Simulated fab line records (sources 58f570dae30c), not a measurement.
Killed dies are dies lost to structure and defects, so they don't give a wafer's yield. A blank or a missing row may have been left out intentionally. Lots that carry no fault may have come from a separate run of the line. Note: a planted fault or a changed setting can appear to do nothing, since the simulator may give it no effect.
2 desks, one fault | flow berkeley-cmos170 | only its own numbers are on each desk; what lay behind them is given at the end

## TOOL OWNER'S DESK, cmp-02
The tool's own readings at UCB170_V1_CMP_02 (polishes SiO2): means of the sampled wafers that have a number, for each lot that ran on this tool. If a lot's mean is further than 4 standard deviations from the usual mean, the lot is out of limits and carries the mark OUT (the distance appears in the brackets).
Columns: A = head-pressure-psi at UCB170_V1_CMP_02, usual 5.998 psi; B = motor-current-A at UCB170_V1_CMP_02, usual 16.1 A; C = slurry-filter-dp-kPa at UCB170_V1_CMP_02, usual 13.50 kPa
lot  | first seen here | A     | B    | C
L432 | day 8 14:53     | 5.992 | 16.4 | 13.45
L431 | day 8 15:05     | 5.980 | 16.5 | 13.45
L434 | day 9 08:07     | 6.007 | 16.3 | 13.42
L438 | day 10 05:50    | 5.987 | 17.0 | 13.44
L439 | day 11 13:50    | 6.009 | 16.9 | 13.53
L443 | day 11 16:09    | 5.990 | 17.1 | 13.43
Result from this desk: across the 6 lots, nothing is out of limits.

## AT THE METROLOGY DESK
Means of the sampled wafers that have a number, per lot and without regard to the tool the lot ran on: this is what the gauges read. If a lot's mean is further than 4 standard deviations from the usual mean, the lot is out of limits and carries the mark OUT (the distance appears in the brackets).
Columns: A = CONTACT_PSG_THK at UCB170_CONTACT_THK_MEAS_02, usual 698 nm; B = V1_POLISHED_THK at UCB170_V1_THK_MEAS_04, usual 999.9 nm
lot  | first seen here | A   | B
L431 | day 8 06:22     | 701 | 1000.6
L432 | day 8 06:23     | 696 | 1001.7
L433 | day 8 06:23     | 692 | 1000.8
L434 | day 9 01:40     | 685 | 1001.0
L436 | day 9 21:39     | 694 | 999.4
L438 | day 9 22:34     | 694 | 999.9
L437 | day 9 22:35     | 697 | 998.4
L440 | day 9 22:37     | 704 | 1000.3
L439 | day 11 07:47    | 694 | 1024.6 (+22) OUT
L443 | day 11 09:36    | 698 | 1049.7 (+45) OUT
L447 | day 11 17:11    | 697 | 999.1
L448 | day 12 00:57    | 701 | 1000.7
L452 | day 12 20:16    | 698 | 1000.6
L450 | day 12 21:37    | 707 | 999.6
Finding of this desk: L439, L443 out of limits, first seen on L439 at day 11 14:16 (V1_POLISHED_THK at UCB170_V1_THK_MEAS_04). L431, L432, L433, L434, L436, L438, L437, L440, L447, L448, L452, L450: within limits.

## ALL TOGETHER
L439, L443 would have let the metrology desk raise an alarm at day 11 14:16.
The tool owner's desk saw nothing out of limits.
Tool owner's desk: L439, L443 on record, inside its limits.
Every lot named ran UCB170_V1_CMP_02 on cmp-02.

## WHAT WAS PUT IN BY THE SIMULATOR
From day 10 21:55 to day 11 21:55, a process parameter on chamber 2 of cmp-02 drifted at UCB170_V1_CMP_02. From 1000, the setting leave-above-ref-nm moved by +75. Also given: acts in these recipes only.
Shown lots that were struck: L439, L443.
Per desk, hours elapsed from the start of the fault to the first reading out of limits: for the metrology desk, 16.
